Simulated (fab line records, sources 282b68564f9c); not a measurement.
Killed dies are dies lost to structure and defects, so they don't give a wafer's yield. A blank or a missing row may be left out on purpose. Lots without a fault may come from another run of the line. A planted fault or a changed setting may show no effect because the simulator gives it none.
A struck lot beside a sound one | flow rit_cmos | 43 steps out of a route of 202
Sound: wafers L439.1, L439.3, L439.5. Struck: wafers L452.1, L452.5. (L452.6 of the same lot was not struck and is left out.) The cause comes at the end.
At each step with rows: each side's tool, then ch and its chambers, then its first start. Under that, the readings that differ: sound wafers | struck wafers | difference of the means | sigmas: that difference in standard deviations of wafers without a fault.
alike: readings whose means differ by less than 2 such deviations, and words and numbers that are the same on both sides. not compared: withheld readings, readings that some wafer has no value for, bounds like >300 that may hide the same value, and numbers for which the record gives no deviation and whose values overlap.
The two part at a step that has a row with sigmas, a row that says differs or no value, or rows on one side only. Numbers that don't overlap but have no deviation are shown without sigmas and don't part them. A reading that every wafer of one side lacks parts them only if that side has two wafers or more.

first, 1 step without rows for these wafers: RIT_NWELL_IMPLANT_08.
RIT_NWELL_STRIP_09: strips in O2, time 180 s.
  sound on plasma_asher-04 ch 0,1, day 2 04:52; struck on plasma_asher-01 ch 0, day 4 23:30
  reading                     | sound       | struck  | difference | sigmas
  drypump_motor_current_A (A) | 5.9 5.8 5.8 | 4.8 4.8 | -1.0       | -3
  not compared: rf_hours_counter_h
RIT_NWELL_TW_MEAS_10:
  sound on film_metro-01, day 2 05:02; struck on film_metro-02, day 4 23:40
  reading  | sound          | struck    | difference | sigmas
  NWELL_TW | 2163 2157 2160 | 2122 2110 | -44        | -2
then, 6 steps without rows for these wafers: RIT_PWELL_HMDS_00 (prime time 60 s); RIT_PWELL_COAT_01 (resist thk 1300 nm); RIT_PWELL_SOFTBAKE_02 (time 60 s); RIT_PWELL_EXPOSE_03 (exposes mask M3, target cd 43700 nm); RIT_PWELL_PEB_04; RIT_PWELL_DEVELOP_05 (develop time 68 s).
RIT_PWELL_OVL_MEAS_06:
  sound on overlay-02, day 2 05:59; struck on overlay-02, day 5 00:50
  alike: PWELL_OVL
then, 2 steps without rows for these wafers: RIT_PWELL_HARDBAKE_07 (time 120 s); RIT_PWELL_IMPLANT_08.
RIT_PWELL_STRIP_09: strips in O2, time 180 s.
  sound on plasma_asher-01 ch 0, day 2 06:25; struck on plasma_asher-01 ch 0, day 5 01:17
  alike: drypump_motor_current_A
  not compared: rf_hours_counter_h
RIT_PWELL_TW_MEAS_10:
  sound on film_metro-03, day 2 06:35; struck on film_metro-03, day 5 01:28
  alike: PWELL_TW
then, 1 step without rows for these wafers: RIT_WELLDRIVE_ANNEAL_00 (time 14700 s).
RIT_WELLDRIVE_RS_MEAS_01: measures by four-point-probe.
  sound on film_metro-03, day 2 11:44; struck on film_metro-03, day 5 06:36
  alike: NWELL_RS
RIT_WELLDRIVE_RS_MEAS_02: measures by four-point-probe.
  sound on film_metro-03, day 2 11:52; struck on film_metro-03, day 5 06:43
  alike: PWELL_RS
then, 6 steps without rows for these wafers: RIT_NRETRO_HMDS_00 (prime time 60 s); RIT_NRETRO_COAT_01 (resist thk 1300 nm); RIT_NRETRO_SOFTBAKE_02 (time 60 s); RIT_NRETRO_EXPOSE_03 (exposes mask M4, target cd 43900 nm); RIT_NRETRO_PEB_04; RIT_NRETRO_DEVELOP_05 (develop time 68 s).
RIT_NRETRO_OVL_MEAS_06:
  sound on overlay-01, day 2 12:59; struck on overlay-01, day 5 07:49
  alike: NRETRO_OVL
then, 2 steps without rows for these wafers: RIT_NRETRO_HARDBAKE_07 (time 120 s); RIT_NRETRO_IMPLANT_08.
RIT_NRETRO_STRIP_09: strips in O2, time 180 s.
  sound on plasma_asher-03 ch 0,1, day 2 13:25; struck on plasma_asher-04 ch 0,1, day 5 08:15
  alike: drypump_motor_current_A
  not compared: rf_hours_counter_h
RIT_NRETRO_TW_MEAS_10:
  sound on film_metro-02, day 2 13:35; struck on film_metro-03, day 5 08:25
  alike: NRETRO_TW
then, 6 steps without rows for these wafers: RIT_PRETRO_HMDS_00 (prime time 60 s); RIT_PRETRO_COAT_01 (resist thk 1300 nm); RIT_PRETRO_SOFTBAKE_02 (time 60 s); RIT_PRETRO_EXPOSE_03 (exposes mask M5, target cd 43700 nm); RIT_PRETRO_PEB_04; RIT_PRETRO_DEVELOP_05 (develop time 68 s).
RIT_PRETRO_OVL_MEAS_06:
  sound on overlay-01, day 2 14:43; struck on overlay-01, day 5 09:36
  alike: PRETRO_OVL
then, 2 steps without rows for these wafers: RIT_PRETRO_HARDBAKE_07 (time 120 s); RIT_PRETRO_IMPLANT_08.
RIT_PRETRO_STRIP_09: strips in O2, time 180 s.
  sound on plasma_asher-01 ch 0,1, day 2 15:11; struck on plasma_asher-01 ch 0,1, day 5 10:02
  alike: drypump_motor_current_A
  not compared: rf_hours_counter_h
RIT_PRETRO_TW_MEAS_10:
  sound on film_metro-04, day 2 15:22; struck on film_metro-01, day 5 10:13
  alike: PRETRO_TW
then, 3 steps without rows for these wafers: RIT_GATE_WET_ETCH_00 (etches SiO2 in BOE, target depth 56 nm, time 62.62 s); RIT_GATE_CLEAN_01 (cleans in SC1, time 600 s); RIT_GATE_CLEAN_02 (cleans in dHF, time 30 s).
RIT_M1_PROBE_99:
  the record has rows for the struck wafers here (prober-01, day 6 13:48) and none for the sound ones

WHERE THEY PART
First at RIT_NWELL_STRIP_09; last, within this record, at RIT_M1_PROBE_99.

WHY: what the simulator had put in
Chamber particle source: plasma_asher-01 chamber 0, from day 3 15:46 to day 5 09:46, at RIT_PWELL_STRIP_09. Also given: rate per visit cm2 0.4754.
